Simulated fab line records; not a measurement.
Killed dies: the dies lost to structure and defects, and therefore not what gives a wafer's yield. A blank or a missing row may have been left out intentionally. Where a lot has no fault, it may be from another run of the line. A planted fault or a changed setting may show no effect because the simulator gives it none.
fab line records ; flow ritCmos
record lots=6; wafers=18; lastDay=6
route steps=202 shown PLDD@124 SPACER@125 NSD@131 PSD@142
lots with no fault: from the same line, run without faults
startH: hours from the record's first day to the start of the lot's first wafer shown ; waitH: hours elapsed since this lot's preceding step ; " unchanged from the row above ; L1.1+2: one row covering several wafers at once ; - no value, or no start was given ; * or withheld: withheld ; < > ~ a bound
route shown NAME@n: names a module that has steps shown in the file, with the first one's number in the route ; usual: mean/standard deviation of fault-free wafers ; same: alike in all rows ; chamber/n: place in a boat ; sites: each site's reading ; _std_site: the values' standard deviation ; _edge_site: mean of outer sites minus mean of inner sites ; radiusMm: for every site, how far away it sits from the centre of the wafer ; mask NAME#n: copy n ; behind: the most recent tool/chamber to have shaped the wafer ; hold: what put the lot on hold/how long, in hours/how the hold closed ; device: names the non-switching transistor (n, p or np) ; end of line: the route-end tests of the same wafers ; a step given without rows: its recipe and nothing more ; killed: dies lost to structure and defects at the first sort, not the wafer's yield ; map: a wafer's dies, x killed, . not, _ none there
set.NAME: the setting that was run; set.NAME@STEP: the one run at that earlier step ; model.NAME: the simulator's own value behind a step, which no gauge read
lots at some steps of the route; a table a step, a row a wafer
services: a tool's chamber out of use, with start hour (startH, from the record's first day; less than 0 if before it), hours out, and reason
## steps
# step RIT_PLDD_TW_MEAS_10
# usual PLDD_TW=2336/23
lot.wafer;tool;chamber;startH;waitH;PLDD_TW
L307.2;filmMetro-04;-;49.62;0.1;2322
L307.5;filmMetro-04;-;49.62;0.1;2339
L307.6;filmMetro-04;-;49.62;0.1;2335
L308.2;filmMetro-03;-;53.09;0.1;2334
L308.4;filmMetro-03;-;53.09;0.1;2339
L308.5;filmMetro-03;-;53.09;0.1;2330
L318.1;filmMetro-04;-;103.99;0.1;2336
L318.3;filmMetro-04;-;103.99;0.1;2340
L318.6;filmMetro-04;-;103.99;0.1;2332
L320.2;filmMetro-01;-;114.47;0.1;2357
L320.4;filmMetro-01;-;114.47;0.1;2370
L320.5;filmMetro-01;-;114.47;0.1;2373
L321.2;filmMetro-04;-;119.30;0.1;2324
L321.4;filmMetro-04;-;119.30;0.1;2329
L321.5;filmMetro-04;-;119.30;0.1;2317
L324.2;filmMetro-04;-;134.89;0.1;2320
L324.3;filmMetro-04;-;134.89;0.1;2322
L324.4;filmMetro-04;-;134.89;0.1;2311
# step RIT_SPACER_CLEAN_00
# recipe chemistry=SC1; mix=3:3:50; timeS=600; tempC=75
# step RIT_SPACER_CLEAN_01
# recipe chemistry=dHF; dilution=50:1; timeS=30
# step RIT_SPACER_CLEAN_02
# recipe chemistry=SC2; mix=3:3:50; timeS=600; tempC=75; dry=n2Spin
# step RIT_SPACER_CVD_03
# recipe material=Si3N4; targetThkNm=250; tempC=810; precursor=SiH2Cl2/NH3; timeS=3300; pressureMtorr=300; sih2cl2FlowSccm=60; nh3FlowSccm=150
# step RIT_SPACER_THK_MEAS_04
# recipe reads=Si3N4_of_SPACER_CVD_03
# usual SPACER_NITRIDE_THK=250.8/2.2
lot.wafer;tool;chamber;startH;waitH;SPACER_NITRIDE_THK[nm]
L307.2;filmMetro-03;-;51.98;0.0;248.7
L307.5;filmMetro-03;-;51.98;0.0;248.8
L307.6;filmMetro-03;-;51.98;0.0;247.6
L308.2;filmMetro-02;-;55.94;0.0;246.5
L308.4;filmMetro-02;-;55.94;0.0;247.0
L308.5;filmMetro-02;-;55.94;0.0;246.5
L318.1;filmMetro-04;-;106.34;0.0;249.0
L318.3;filmMetro-04;-;106.34;0.0;251.9
L318.6;filmMetro-04;-;106.34;0.0;251.5
L320.2;filmMetro-04;-;116.81;0.0;246.7
L320.4;filmMetro-04;-;116.81;0.0;246.2
L320.5;filmMetro-04;-;116.81;0.0;246.7
L321.2;filmMetro-04;-;121.64;0.0;255.0
L321.4;filmMetro-04;-;121.64;0.0;252.1
L321.5;filmMetro-04;-;121.64;0.0;255.2
L324.2;filmMetro-02;-;137.23;0.0;248.7
L324.3;filmMetro-02;-;137.23;0.0;248.7
L324.4;filmMetro-02;-;137.23;0.0;249.3
# step RIT_SPACER_ETCHBACK_05
# recipe targetDepthA=2500; SF6_flow_sccm=30; CHF3_flow_sccm=30; target=Si3N4; chemistry=SF6/CHF3; pressureMtorr=40; rfW=250; timeS=240; stopOn=SiO2
# usual drypumpMotorCurrentA=5.6/0.55; oesProductAu=0.845/0.011; rfFwdPowerW=249.3/0.83; throttleValvePct=10.28/0.1
lot.wafer;tool;chamber;startH;waitH;drypumpMotorCurrentA;oesProductAu;rfFwdPowerW;rfHoursCounterH;throttleValvePct
L307.2;rieDiel-02;1;52.03;0.0;4.8;0.855;250.2;87;10.15
L307.5;rieDiel-02;0;52.03;0.0;6.1;0.829;249.2;-;10.25
L307.6;rieDiel-02;3;52.03;0.0;5.1;0.842;250.4;-;10.38
L308.2;rieDiel-02;1;55.99;0.0;4.8;0.855;249.8;87;10.15
L308.4;rieDiel-02;3;55.99;0.0;5.1;0.836;247.7;6;10.38
L308.5;rieDiel-02;0;55.99;0.0;6.1;0.820;247.6;-;10.25
L318.1;rieDiel-04;1;106.40;0.1;6.5;0.836;248.9;67;10.36
L318.3;rieDiel-04;3;106.40;0.1;5.9;0.845;248.5;43;10.29
L318.6;rieDiel-04;3;106.40;0.1;5.9;0.849;249.4;-;10.27
L320.2;rieDiel-04;3;116.86;0.0;5.9;0.838;248.4;44;10.26
L320.4;rieDiel-04;1;116.86;0.0;6.5;0.820;248.9;67;10.36
L320.5;rieDiel-04;3;116.86;0.0;5.9;0.839;248.4;-;10.26
L321.2;rieDiel-02;0;121.69;0.0;6.1;0.841;249.0;53;10.27
L321.4;rieDiel-02;3;121.69;0.0;5.1;0.845;250.7;7;10.36
L321.5;rieDiel-02;2;121.69;0.0;5.4;0.842;250.8;-;10.42
L324.2;rieDiel-01;1;137.28;0.0;5.9;0.849;248.5;0;10.40
L324.3;rieDiel-01;2;137.28;0.0;5.3;0.839;249.9;82;10.25
L324.4;rieDiel-01;3;137.28;0.0;6.5;0.838;248.4;17;10.15
# step RIT_NSD_HMDS_00
# recipe primeTimeS=60; primeTempC=140
# step RIT_NSD_COAT_01
# recipe resist=NOVOLAK; spinRpm=3250; resistThkNm=1000
# step RIT_NSD_SOFTBAKE_02
# recipe resist=NOVOLAK; tempC=90; timeS=60
# step RIT_NSD_EXPOSE_03
# recipe maskId=M9; na=0.57; targetCdNm=40700; doseMj=250
# step RIT_NSD_PEB_04
# recipe resist=NOVOLAK; tempC=withheld; timeS=withheld
# step RIT_NSD_DEVELOP_05
# recipe resist=NOVOLAK; developTimeS=50; devTempC=23
# usual developerTempC=23.01/0.096
lot.wafer;tool;chamber;startH;waitH;developerTempC
L307.2;lithoTrack-01;0;53;-;23.02
L307.5;lithoTrack-01;0;53;-;23.05
L307.6;lithoTrack-01;0;53;-;23.03
L308.2;lithoTrack-04;0;57;-;23.05
L308.4;lithoTrack-04;0;57;-;23.01
L308.5;lithoTrack-04;0;57;-;23.13
L318.1;lithoTrack-04;0;107;-;22.97
L318.3;lithoTrack-04;0;107;-;22.95
L318.6;lithoTrack-04;0;107;-;22.93
L320.2;lithoTrack-03;0;117;-;23.02
L320.4;lithoTrack-03;0;117;-;23.01
L320.5;lithoTrack-03;0;117;-;23.07
L321.2;lithoTrack-04;0;122;-;22.99
L321.4;lithoTrack-04;0;122;-;23.05
L321.5;lithoTrack-04;0;122;-;22.96
L324.2;lithoTrack-01;0;138;-;23.02
L324.3;lithoTrack-01;0;138;-;22.98
L324.4;lithoTrack-01;0;138;-;23.03
# step RIT_NSD_OVL_MEAS_06
# usual NSD_OVL=-0.3/1.2
lot.wafer;tool;chamber;startH;waitH;NSD_OVL[nm]
L307.2;overlay-01;-;53.16;-;-1.2
L307.5;overlay-01;-;53.16;-;0.8
L307.6;overlay-01;-;53.16;-;-0.1
L308.2;overlay-02;-;57.12;-;0.7
L308.4;overlay-02;-;57.12;-;0.2
L308.5;overlay-02;-;57.12;-;-0.4
L318.1;overlay-02;-;107.52;-;1.5
L318.3;overlay-02;-;107.52;-;1.7
L318.6;overlay-02;-;107.52;-;0.0
L320.2;overlay-01;-;117.87;-;0.7
L320.4;overlay-01;-;117.87;-;-1.1
L320.5;overlay-01;-;117.87;-;-0.4
L321.2;overlay-01;-;122.70;-;1.6
L321.4;overlay-01;-;122.70;-;1.7
L321.5;overlay-01;-;122.70;-;-0.7
L324.2;overlay-01;-;138.29;-;0.3
L324.3;overlay-01;-;138.29;-;-0.7
L324.4;overlay-01;-;138.29;-;-2.1
# step RIT_NSD_HARDBAKE_07
# recipe resist=NOVOLAK; tempC=140; timeS=60
# step RIT_NSD_IMPLANT_08
# recipe species=P; energyKev=25; doseCm2=1e+15; tiltDeg=7
# step RIT_NSD_STRIP_09
# recipe chemistry=O2; timeS=180; resist=NOVOLAK; platenTempC=withheld; powerW=500; pressureMtorr=4000; o2FlowSccm=4000
# usual drypumpMotorCurrentA=5.6/0.32
lot.wafer;tool;chamber;startH;waitH;drypumpMotorCurrentA;rfHoursCounterH
L307.2;plasmaAsher-03;0;53.49;0.1;5.5;38
L307.5;plasmaAsher-03;0;53.49;0.1;5.5;-
L307.6;plasmaAsher-03;1;53.49;0.1;5.9;-
L308.2;plasmaAsher-01;1;57.45;0.1;5.3;38
L308.4;plasmaAsher-01;1;57.45;0.1;5.3;-
L308.5;plasmaAsher-01;1;57.45;0.1;5.3;-
L318.1;plasmaAsher-02;1;107.86;0.1;5.9;33
L318.3;plasmaAsher-02;0;107.86;0.1;5.3;-
L318.6;plasmaAsher-02;1;107.86;0.1;5.9;-
L320.2;plasmaAsher-03;0;118.20;0.1;5.5;46
L320.4;plasmaAsher-03;1;118.20;0.1;5.9;-
L320.5;plasmaAsher-03;1;118.20;0.1;5.9;-
L321.2;plasmaAsher-02;0;123.03;0.1;5.3;36
L321.4;plasmaAsher-02;0;123.03;0.1;5.3;-
L321.5;plasmaAsher-02;1;123.03;0.1;5.9;-
L324.2;plasmaAsher-01;1;138.62;0.1;5.3;44
L324.3;plasmaAsher-01;0;138.62;0.1;6.1;-
L324.4;plasmaAsher-01;1;138.62;0.1;5.3;-
# step RIT_NSD_TW_MEAS_10
# usual NSD_TW=3128/29
lot.wafer;tool;chamber;startH;waitH;NSD_TW
L307.2;filmMetro-03;-;53.68;0.1;3097
L307.5;filmMetro-03;-;53.68;0.1;3095
L307.6;filmMetro-03;-;53.68;0.1;3094
L308.2;filmMetro-01;-;57.64;0.1;3137
L308.4;filmMetro-01;-;57.64;0.1;3161
L308.5;filmMetro-01;-;57.64;0.1;3137
L318.1;filmMetro-01;-;108.03;0.1;30
L318.3;filmMetro-01;-;108.03;0.1;30
L318.6;filmMetro-01;-;108.03;0.1;30
L320.2;filmMetro-04;-;118.38;0.1;3092
L320.4;filmMetro-04;-;118.38;0.1;3105
L320.5;filmMetro-04;-;118.38;0.1;3099
L321.2;filmMetro-01;-;123.21;0.1;30
L321.4;filmMetro-01;-;123.21;0.1;30
L321.5;filmMetro-01;-;123.21;0.1;30
L324.2;filmMetro-04;-;138.80;0.1;3101
L324.3;filmMetro-04;-;138.80;0.1;3085
L324.4;filmMetro-04;-;138.80;0.1;3081
# step RIT_PSD_HMDS_00
# recipe primeTimeS=60; primeTempC=140
## services
tool;chamber;startH;hours;kind
rieDiel-02;1;34.50;4.5;repair
rieDiel-01;1;98.07;-;clean
rieDiel-01;1;98.07;-;consumableReplace:esc
rieDiel-01;1;98.07;27.3;scheduledDown
rieDiel-01;1;98.07;27.3;ventCycle
plasmaAsher-01;-;111.34;10.6;repair
plasmaAsher-01;-;123.88;14.6;pm
## key
firstSign step=RIT_NSD_TW_MEAS_10; reading=NSD_TW; direction=down; sigmas=99+; usual=3128; struck=30
effect none on later readings
metAt RIT_NSD_DEVELOP_05
struckWafers L318.1,L318.3,L318.6,L321.2,L321.4,L321.5
rowsEnd L321.2,L321.4,L321.5
sortLeftOut L318.1,L318.3,L318.6
testerLeftOut L318
onsetBetween 57 107
alsoFits RIT_NSD_STRIP_09:plasmaAsher-02
fault kind=processParameterDrift; tool=lithoTrack-04; chamber=-; onsetH=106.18; steps=RIT_NSD_DEVELOP_05; channel=developTimeS; offset=*; shape=step; endH=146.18; actsIn=*; stated=*
# testerLeftOut: of these lots the tester's yield and bins aren't shown, on N5 and GAA mostly nor the transistor test; their killed dies are dies lost to structure and defects alone, not to doping, threshold or leakage, so they don't give the yield
# sortLeftOut: the simulated sort isn't trusted on such a fault, so these wafers' sort isn't shown, and their yield isn't known
# rowsEnd: these wafers met a further fault down the route, and their rows from its step on are left out
